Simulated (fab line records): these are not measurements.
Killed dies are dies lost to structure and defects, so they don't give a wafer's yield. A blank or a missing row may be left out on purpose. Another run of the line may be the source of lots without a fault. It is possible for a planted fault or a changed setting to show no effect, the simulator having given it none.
fab line records | flow berkeley-cmos170
record lots=6 | wafers=18 | last-day=12
route steps=331 shown PLDD@150 NLDD@158
lots that met no fault: taken from a fault-free run of the same line
start-h: the number of hours between the record's first day and the start of the first shown wafer of the lot | wait-h: time in hours since the lot's previous step | " the same as in the row above | L1.1+2: one row covering several wafers at once | - value missing, or start not given | * or withheld: withheld | < > ~ a bound
route shown NAME@n: a module of which the file shows steps, and the number in the route of the first | usual: mean/standard deviation taken from wafers without a fault | same: alike in all rows | chamber/n: place in a boat | sites: per-site readings | _std_site: how widely they spread, as a standard deviation | _edge_site: the outer-site mean with the inner-site mean subtracted | radius-mm: for every site, how far away it sits from the centre of the wafer | mask NAME#n: copy n | behind: the most recent tool/chamber to have shaped the wafer | hold: reason for holding the lot/hours on hold/outcome of the hold | device: the n, p or np transistor that did not switch | end of line: the same wafers' tests at the end of the route | a step given without rows: its recipe and nothing more | killed: count of dies lost to structure and defects at first sort (not the wafer's yield) | map: shows each die of a wafer: x if killed, . if not, _ if none is there
set.NAME: the run value of the setting; set.NAME@STEP: its run value at that earlier step | model.NAME: the simulator's own value behind a step, which no gauge read
certain route steps with their lots: each step a table, each wafer a row
services: when a tool's chamber went out of use (start-h, in hours from the record's first day, below 0 if earlier), for how many hours, and the reason
## steps
# step UCB170_PLDD_DEVELOP_05
# recipe developer=TMAH | develop-time-s=45 | resist=KrF | dev-temp-c=21
# step UCB170_PLDD_CD_MEAS_06
# recipe target-cd-nm=1200
# usual cd-nm=1199.2/1.3
lot.wafer | tool      | chamber | start-h | wait-h | cd-nm
L383.1    | cd-sem-01 | -       | 125.70  | -      | 1198.5
L383.2    | "         | -       | "       | "      | 1199.6
L383.3    | "         | -       | "       | "      | 1198.4
L394.1    | cd-sem-01 | -       | 181.65  | -      | 1197.7
L394.2    | "         | -       | "       | "      | 1197.3
L394.6    | "         | -       | "       | "      | 1198.8
L397.1    | cd-sem-02 | -       | 208.31  | -      | 1199.6
L397.2    | "         | -       | "       | "      | 1199.6
L397.6    | "         | -       | "       | "      | 1200.2
L396.4    | cd-sem-02 | -       | 208.92  | -      | 1201.2
L396.5    | "         | -       | "       | "      | 1200.0
L396.6    | "         | -       | "       | "      | 1199.7
L401.1    | cd-sem-02 | -       | 220.17  | -      | 1200.3
L401.3    | "         | -       | "       | "      | 1201.5
L401.6    | "         | -       | "       | "      | 1200.0
L402.1    | cd-sem-01 | -       | 234.93  | -      | 1198.3
L402.3    | "         | -       | "       | "      | 1200.5
L402.5    | "         | -       | "       | "      | 1200.2
# step UCB170_PLDD_OVL_MEAS_07
# usual PLDD_OVL=-3/6.7
lot.wafer | tool       | chamber | start-h | wait-h | PLDD_OVL[nm]
L383.1    | overlay-01 | -       | 125.82  | 0.1    | -7
L383.2    | "          | -       | "       | "      | 10
L383.3    | "          | -       | "       | "      | -2
L394.1    | overlay-02 | -       | 181.77  | 0.1    | -1
L394.2    | "          | -       | "       | "      | -5
L394.6    | "          | -       | "       | "      | -5
L397.1    | overlay-02 | -       | 208.43  | 0.1    | 2
L397.2    | "          | -       | "       | "      | -3
L397.6    | "          | -       | "       | "      | -6
L396.4    | overlay-02 | -       | 209.00  | 0.1    | -3
L396.5    | "          | -       | "       | "      | 4
L396.6    | "          | -       | "       | "      | 0
L401.1    | overlay-01 | -       | 220.29  | 0.1    | -16
L401.3    | "          | -       | "       | "      | -14
L401.6    | "          | -       | "       | "      | 0
L402.1    | overlay-02 | -       | 235.05  | 0.1    | -1
L402.3    | "          | -       | "       | "      | -2
L402.5    | "          | -       | "       | "      | -3
# step UCB170_PLDD_IMPLANT_08
# recipe species=BF2 | dose-cm2=5e+13 | energy-kev=10 | tilt-deg=7 | rotation-deg=0
# step UCB170_PLDD_IMPLANT_09
# recipe species=BF2 | dose-cm2=5e+13 | energy-kev=10 | tilt-deg=7 | rotation-deg=180
# step UCB170_PLDD_STRIP_10
# recipe chemistry=O2 | power-w=400 | pressure-mtorr=3500 | platen-temp-c=withheld | o2-flow-sccm=400 | overash-fraction=0.5
# usual drypump-motor-current-A=5.7/0.39 | oes-product-au=0.734/0.0043 | strip-time-to-endpoint-s=21.66/0.077
# same overash-fraction=0.5
lot.wafer | tool            | chamber | start-h | wait-h | drypump-motor-current-A | oes-product-au | rf-hours-counter-h | strip-time-to-endpoint-s
L383.1    | plasma-asher-02 | 1       | 126.16  | 0.1    | 5.9                     | 0.740          | 36                 | 21.70
L383.2    | "               | 0       | "       | "      | 5.6                     | 0.742          | 36                 | 21.68
L383.3    | "               | 0       | "       | "      | 5.6                     | 0.733          | -                  | 21.69
L394.1    | plasma-asher-03 | 1       | 182.10  | 0.1    | 5.7                     | 0.732          | 50                 | 21.55
L394.2    | "               | 0       | "       | "      | 6.0                     | 0.738          | 50                 | 21.66
L394.6    | "               | 0       | "       | "      | 6.0                     | 0.735          | -                  | 21.56
L397.1    | plasma-asher-04 | 1       | 208.77  | 0.1    | 4.8                     | 0.737          | 49                 | 21.64
L397.2    | "               | 0       | "       | "      | 5.9                     | 0.728          | 49                 | 21.60
L397.6    | "               | 0       | "       | "      | 5.9                     | 0.736          | -                  | 21.62
L396.4    | plasma-asher-03 | 0       | 209.35  | 0.1    | 6.1                     | 0.734          | -                  | 21.81
L396.5    | "               | 1       | "       | "      | 5.7                     | 0.738          | -                  | 21.75
L396.6    | "               | 0       | "       | "      | 6.0                     | 0.738          | -                  | 21.75
L401.1    | plasma-asher-02 | 1       | 220.62  | 0.1    | 5.9                     | 0.740          | 45                 | 21.68
L401.3    | "               | 0       | "       | "      | 5.6                     | 0.737          | -                  | 21.71
L401.6    | "               | 0       | "       | "      | 5.6                     | 0.734          | -                  | 21.67
L402.1    | plasma-asher-04 | 1       | 235.38  | 0.1    | 4.8                     | 0.726          | 52                 | 21.68
L402.3    | "               | 0       | "       | "      | 5.9                     | 0.737          | -                  | 21.63
L402.5    | "               | 1       | "       | "      | 4.8                     | 0.730          | -                  | 21.70
# step UCB170_PLDD_TW_MEAS_11
# usual PLDD_TW=1011/7.4
lot.wafer | tool          | chamber | start-h | wait-h | PLDD_TW
L383.1    | film-metro-04 | -       | 126.26  | 0.1    | 1000
L383.2    | "             | -       | "       | "      | 1000
L383.3    | "             | -       | "       | "      | 1003
L394.1    | film-metro-03 | -       | 182.20  | 0.1    | 1017
L394.2    | "             | -       | "       | "      | 1008
L394.6    | "             | -       | "       | "      | 1009
L397.1    | film-metro-03 | -       | 208.87  | 0.1    | 1013
L397.2    | "             | -       | "       | "      | 1015
L397.6    | "             | -       | "       | "      | 1019
L396.4    | film-metro-04 | -       | 209.45  | 0.1    | 1009
L396.5    | "             | -       | "       | "      | 1005
L396.6    | "             | -       | "       | "      | 1006
L401.1    | film-metro-03 | -       | 220.72  | 0.1    | 1013
L401.3    | "             | -       | "       | "      | 1017
L401.6    | "             | -       | "       | "      | 1012
L402.1    | film-metro-04 | -       | 235.48  | 0.1    | 996
L402.3    | "             | -       | "       | "      | 992
L402.5    | "             | -       | "       | "      | 996
# step UCB170_PLDD_CLEAN_12
# recipe chemistry=SPM | temp-c=120 | time-s=600
# step UCB170_NLDD_HMDS_00
# recipe prime-time-s=60 | prime-temp-c=100
# step UCB170_NLDD_COAT_01
# recipe resist=KrF | spin-rpm=1500 | resist-thk-nm=900
# step UCB170_NLDD_SOFTBAKE_02
# recipe resist=KrF | temp-c=130 | time-s=60
# step UCB170_NLDD_EXPOSE_03
# recipe mask-id=NSELECT | na=0.5 | sigma-outer=0.6 | source-shape=conventional | target-cd-nm=1200 | dose-mj=30
# step UCB170_NLDD_PEB_04
# recipe peb-temp-c=130 | peb-time-s=withheld | resist=KrF
# usual heater-power-total-W=56.81/0.041 | plate-temp-C=130.00/0.14 | resist-line-temp-C=23.02/0.099
lot.wafer | tool           | chamber | start-h | wait-h | heater-power-total-W | plate-temp-C | resist-line-temp-C
L383.1    | litho-track-04 | 0       | 128.97  | 0.7    | 56.86                | 129.70       | 23.06
L383.2    | "              | 0       | "       | "      | 56.78                | 130.22       | 23.06
L383.3    | "              | 0       | "       | "      | 56.78                | 129.91       | 23.06
L394.1    | litho-track-02 | 0       | 183.17  | 0.1    | 56.83                | 129.98       | 23.04
L394.2    | "              | 0       | "       | "      | 56.89                | 129.98       | 23.02
L394.6    | "              | 0       | "       | "      | 56.87                | 129.92       | 22.98
L397.1    | litho-track-04 | 0       | 209.83  | 0.1    | 48.87                | 115.86       | 23.03
L397.2    | "              | 0       | "       | "      | 48.90                | 115.72       | 23.02
L397.6    | "              | 0       | "       | "      | 48.80                | 115.91       | 23.05
L396.4    | litho-track-04 | 0       | 214.43  | 0.4    | 48.88                | 116.05       | 22.82
L396.5    | "              | 0       | "       | "      | 48.87                | 116.01       | 23.02
L396.6    | "              | 0       | "       | "      | 48.81                | 115.96       | 22.99
L401.1    | litho-track-03 | 0       | 221.82  | 0.1    | 56.75                | 130.07       | 23.17
L401.3    | "              | 0       | "       | "      | 56.85                | 130.03       | 22.94
L401.6    | "              | 0       | "       | "      | 56.89                | 130.35       | 22.88
L402.1    | litho-track-03 | 0       | 236.51  | 0.2    | 56.81                | 129.95       | 22.91
L402.3    | "              | 0       | "       | "      | 56.79                | 130.01       | 23.00
L402.5    | "              | 0       | "       | "      | 56.76                | 130.13       | 22.97
# step UCB170_NLDD_DEVELOP_05
# recipe developer=TMAH | develop-time-s=45 | resist=KrF | dev-temp-c=21
# step UCB170_NLDD_CD_MEAS_06
# recipe target-cd-nm=1200
# usual cd-nm=1200.1/1.7
lot.wafer | tool      | chamber | start-h | wait-h | cd-nm
L383.1    | cd-sem-02 | -       | 129.25  | -      | 1199.0
L383.2    | "         | -       | "       | "      | 1198.6
L383.3    | "         | -       | "       | "      | 1199.6
L394.1    | cd-sem-01 | -       | 183.45  | -      | 1200.2
L394.2    | "         | -       | "       | "      | 1198.8
L394.6    | "         | -       | "       | "      | 1199.2
L397.1    | cd-sem-01 | -       | 210.11  | -      | 1032.7
L397.2    | "         | -       | "       | "      | 1033.5
L397.6    | "         | -       | "       | "      | 1032.0
L396.4    | cd-sem-02 | -       | 214.69  | -      | 1029.7
L396.5    | "         | -       | "       | "      | 1031.2
L396.6    | "         | -       | "       | "      | 1029.7
L401.1    | cd-sem-02 | -       | 222.10  | -      | 1197.9
L401.3    | "         | -       | "       | "      | 1198.9
L401.6    | "         | -       | "       | "      | 1199.2
L402.1    | cd-sem-01 | -       | 236.78  | -      | 1201.2
L402.3    | "         | -       | "       | "      | 1199.0
L402.5    | "         | -       | "       | "      | 1200.2
# step UCB170_NLDD_OVL_MEAS_07
# usual NLDD_OVL=-2/5.4
lot.wafer | tool       | chamber | start-h | wait-h | NLDD_OVL[nm]
L383.1    | overlay-01 | -       | 129.37  | 0.1    | -4
L383.2    | "          | -       | "       | "      | 2
L383.3    | "          | -       | "       | "      | -3
L394.1    | overlay-01 | -       | 183.57  | 0.1    | -2
L394.2    | "          | -       | "       | "      | -5
L394.6    | "          | -       | "       | "      | -7
L397.1    | overlay-02 | -       | 210.23  | 0.1    | -6
L397.2    | "          | -       | "       | "      | 5
L397.6    | "          | -       | "       | "      | 7
L396.4    | overlay-01 | -       | 214.76  | 0.1    | -8
L396.5    | "          | -       | "       | "      | -8
L396.6    | "          | -       | "       | "      | -18
L401.1    | overlay-01 | -       | 222.22  | 0.1    | -2
L401.3    | "          | -       | "       | "      | 2
L401.6    | "          | -       | "       | "      | -6
L402.1    | overlay-01 | -       | 236.90  | 0.1    | 0
L402.3    | "          | -       | "       | "      | 5
L402.5    | "          | -       | "       | "      | 5
## services
tool            | chamber | start-h | hours | kind
plasma-asher-02 | -       | 130.15  | 10.5  | repair
plasma-asher-04 | -       | 131.65  | 1.8   | repair
plasma-asher-03 | -       | 199.30  | 2.3   | repair
plasma-asher-02 | -       | 228.23  | 14.6  | pm
## key
first-sign step=UCB170_NLDD_PEB_04 | reading=heater-power-total-W | direction=down | sigmas=99+ | usual=56.81 | struck=48.86
effect step=UCB170_NLDD_PEB_04 | reading=plate-temp-C | direction=down | sigmas=99+ | usual=* | struck=*
effect step=UCB170_NLDD_CD_MEAS_06 | reading=cd-nm | direction=down | sigmas=98 | usual=1200.1 | struck=1031.5
met-at UCB170_NLDD_PEB_04
struck-wafers L396.4,L396.5,L396.6,L397.1,L397.2,L397.6
sort-left-out L396.4,L396.5,L396.6,L397.1,L397.2,L397.6
tester-left-out L396,L397
onset-between 128.97 209.83
fault kind=process-parameter-drift | tool=litho-track-04 | chamber=- | onset-h=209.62 | steps=UCB170_NLDD_PEB_04 | channel=peb-temp-c | offset=* | shape=step | end-h=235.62 | acts-in=* | stated=*
# tester-left-out: of these lots the tester's yield and bins aren't shown, on N5 and GAA mostly nor the transistor test; their killed dies are dies lost to structure and defects alone, not to doping, threshold or leakage, so they don't give the yield
# sort-left-out: the simulated sort isn't trusted on such a fault, so these wafers' sort isn't shown, and their yield isn't known
